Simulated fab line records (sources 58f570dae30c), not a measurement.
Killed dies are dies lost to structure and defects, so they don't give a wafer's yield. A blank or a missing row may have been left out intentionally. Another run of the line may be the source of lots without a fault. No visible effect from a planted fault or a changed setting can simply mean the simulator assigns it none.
What tool caused it? + flow berkeley-cmos170 + route of 331 steps, sampled at 1 step: 14 lots, 42 wafers

== WHAT EACH GAUGE READ, for each wafer ==
The record holds no reading of a measuring or inspecting step that can be judged against a usual standard deviation.

== TOOL THAT RAN EACH LOT (tool first, then ch and the chambers of the sampled wafers, then the start) ==
| lot  | UCB170_CONTACT_STRIP_19              |
|------|--------------------------------------|
| L394 | plasma-asher-02 ch 0,1, day 7 00:23  |
| L395 | plasma-asher-03 ch 0,1, day 7 00:26  |
| L398 | plasma-asher-03 ch 0,1, day 7 18:50  |
| L399 | plasma-asher-02 ch 0,1, day 7 18:58  |
| L397 | plasma-asher-03 ch 0,1, day 7 20:30  |
| L406 | plasma-asher-02 ch 0,1, day 9 08:23  |
| L407 | plasma-asher-02 ch 0,1, day 9 23:39  |
| L409 | plasma-asher-01 ch 0,1, day 10 00:48 |
| L411 | plasma-asher-03 ch 0,1, day 10 21:35 |
| L412 | plasma-asher-02 ch 0,1, day 10 22:17 |
| L413 | plasma-asher-03 ch 0,1, day 11 07:23 |
| L414 | plasma-asher-03 ch 0,1, day 11 18:51 |
| L416 | plasma-asher-03 ch 0,1, day 12 03:20 |
| L417 | plasma-asher-02 ch 0,1, day 12 17:50 |
- UCB170_CONTACT_STRIP_19: strips in O2.

== AS READ BY THE TOOLS THEMSELVES (means over the sampled wafers that have a number; for cases with no such wafer, the mark the record gives instead) ==
UCB170_CONTACT_STRIP_19.
| lot  | tool            | drypump-motor-current-A (A) | oes-product-au (a.u.) |
|------|-----------------|-----------------------------|-----------------------|
| L394 | plasma-asher-02 | 5.4                         | 0.724                 |
| L395 | plasma-asher-03 | 5.2                         | 0.730                 |
| L398 | plasma-asher-03 | 5.2                         | 0.644                 |
| L399 | plasma-asher-02 | 5.4                         | 0.719                 |
| L397 | plasma-asher-03 | 5.2                         | 0.645                 |
| L406 | plasma-asher-02 | 5.4                         | 0.733                 |
| L407 | plasma-asher-02 | 5.4                         | 0.722                 |
| L409 | plasma-asher-01 | 6.2                         | 0.727                 |
| L411 | plasma-asher-03 | 5.2                         | 0.725                 |
| L412 | plasma-asher-02 | 5.4                         | 0.725                 |
| L413 | plasma-asher-03 | 5.2                         | 0.730                 |
| L414 | plasma-asher-03 | 5.3                         | 0.729                 |
| L416 | plasma-asher-03 | 5.2                         | 0.728                 |
| L417 | plasma-asher-02 | 5.5                         | 0.724                 |

== THE ANSWER, worked out from the rows above alone ==
Rule: usual is defined by the lots themselves. The widest of any qualifying gaps counts: lots, ordered by their means at a reading, are off when they make up no more than a third of the lots, leave a main group of 4 or more, and stand apart from it by 3 or more times the standard deviation of that group's means. If all means in a main group match to the digits the tables above print for the reading, that group is not used. Also off: a lot with no number at a reading for which 4 or more lots have one. All remaining lots with rows at the step are treated as sound. The gauges are gone through in route order, then the tools' own readings, and for those a lot's mean is taken as printed above. The first step at which some lot is off is used, and at that step the reading that is off furthest; a lot without a number counts as furthest.
Off at UCB170_CONTACT_STRIP_19 (oes-product-au): L398, L397. The main group: mean 0.726 a.u., standard deviation 0.0037.
If a tool, at that step or one of the process steps before it, ran each lot that is off and ran no sound lot following the first of them, it fits. No candidate that was tried fits.

== WHAT WAS PUT IN BY THE SIMULATOR ==
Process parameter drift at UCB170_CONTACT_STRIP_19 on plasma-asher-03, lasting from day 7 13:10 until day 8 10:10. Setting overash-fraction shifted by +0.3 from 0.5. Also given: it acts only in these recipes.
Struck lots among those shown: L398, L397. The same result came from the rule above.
